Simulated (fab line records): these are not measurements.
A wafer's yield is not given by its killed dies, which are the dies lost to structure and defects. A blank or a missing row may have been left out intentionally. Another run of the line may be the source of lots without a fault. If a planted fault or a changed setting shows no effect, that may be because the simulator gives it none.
One fault through the eyes of 2 desks -- flow berkeley cmos170 -- each desk has only its own numbers; what lay behind them comes last

## FROM THE METROLOGY DESK
Means of the sampled wafers that have a number, per lot and without regard to the tool the lot ran on: this is what the gauges read. A lot is out of limits, marked OUT, if its mean lies more than 4 standard deviations from the usual mean; the brackets give that distance.
Columns: A = NWELL_NITRIDE_THK at UCB170_NWELL_THK_MEAS_05, usual 224.2 nm; B = NWELL_OVL at UCB170_NWELL_OVL_MEAS_12, usual 1 nm; C = PWELL_OXIDE_THK at UCB170_PWELL_THK_MEAS_03, usual 26.4 nm
lot,first seen here,A,B,C
L336,day 2 11:55,224.0,-3,26.9
L335,day 2 11:56,219.6,-6,26.9
L337,day 2 15:41,223.9,5,26.2
L339,day 3 05:58,220.9,-2,26.6
L342,day 3 21:07,224.8,7,26.9
L343,day 3 21:07,226.2,1,26.3
L344,day 4 05:02,223.7,6,26.9
L345,day 4 07:04,223.9,-1,22.8 (-8.1) OUT
L346,day 4 09:55,225.9,-8,22.9 (-7.9) OUT
L347,day 4 17:01,228.2,8,26.9
L354,day 5 23:27,223.6,11,26.6
L355,day 6 05:46,222.6,-7,26.4
L357,day 6 15:28,226.9,-2,26.9
L358,day 6 22:02,222.0,1,25.4
This desk's result: L345, L346 out of limits, first on L345 (PWELL_OXIDE_THK at UCB170_PWELL_THK_MEAS_03), day 4 17:42. L336, L335, L337, L339, L342, L343, L344, L347, L354, L355, L357, L358 stayed within limits.

## DESK OF THE TOOL OWNER: furnace-03
The tool's own readings at UCB170_PWELL_OXIDATION_02 (target thk 26.4 nm, ox time 1260 s): means of the sampled wafers that have a number, for each lot that ran on this tool. A lot is out of limits, marked OUT, if its mean lies more than 4 standard deviations from the usual mean; the brackets give that distance.
Columns: A = spike tc centre C at UCB170_PWELL_OXIDATION_02, usual 1002.3 C; B = spike tc load C at UCB170_PWELL_OXIDATION_02, usual 1026.6 C; C = spike tc source C at UCB170_PWELL_OXIDATION_02, usual 1021 C; D = tube center temp C at UCB170_PWELL_OXIDATION_02, usual 1000 C; E = tube_center_temp_C_max at UCB170_PWELL_OXIDATION_02, usual 1002.6; F = zone power source pct at UCB170_PWELL_OXIDATION_02, usual 33.1 %
lot,first seen here,A,B,C,D,E,F
L339,day 3 19:09,1002.6,1027.2,1018,1000,1002.7,33.0
L342,day 4 06:10,1000.6,1026.5,1019,1000,1002.8,32.8
L343,day 4 06:10,1002.8,1027.9,1018,1000,1002.3,32.8
L345,day 4 16:21,990.4 (-12) OUT,1014.8 (-5.3) OUT,1006 (-4.5) OUT,988 (-99 or more) OUT,990.7 (-29) OUT,32.0
L346,day 4 16:21,990.1 (-12) OUT,1014.5 (-5.5) OUT,1006 (-4.5) OUT,988 (-99 or more) OUT,990.7 (-29) OUT,32.1
This desk finds L345, L346 out of limits, L345 being first, at day 4 16:21 (spike tc centre C at UCB170_PWELL_OXIDATION_02). L339, L342, L343 stayed within limits.

## TAKEN TOGETHER
On L345, L346, at day 4 16:21, an alarm was possible from the tool owner's desk.
Metrology desk: alarm possible at day 4 17:42 on L345, L346.
All the named lots went through UCB170_PWELL_OXIDATION_02 on furnace-03.

## WHAT THE SIMULATOR PUT IN
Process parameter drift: furnace-03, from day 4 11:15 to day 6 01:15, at UCB170_PWELL_OXIDATION_02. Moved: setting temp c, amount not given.
Lots struck among those shown: L345, L346.
Fault start to first reading out of limits, in hours, per desk: tool owner, 5; metrology, 6.
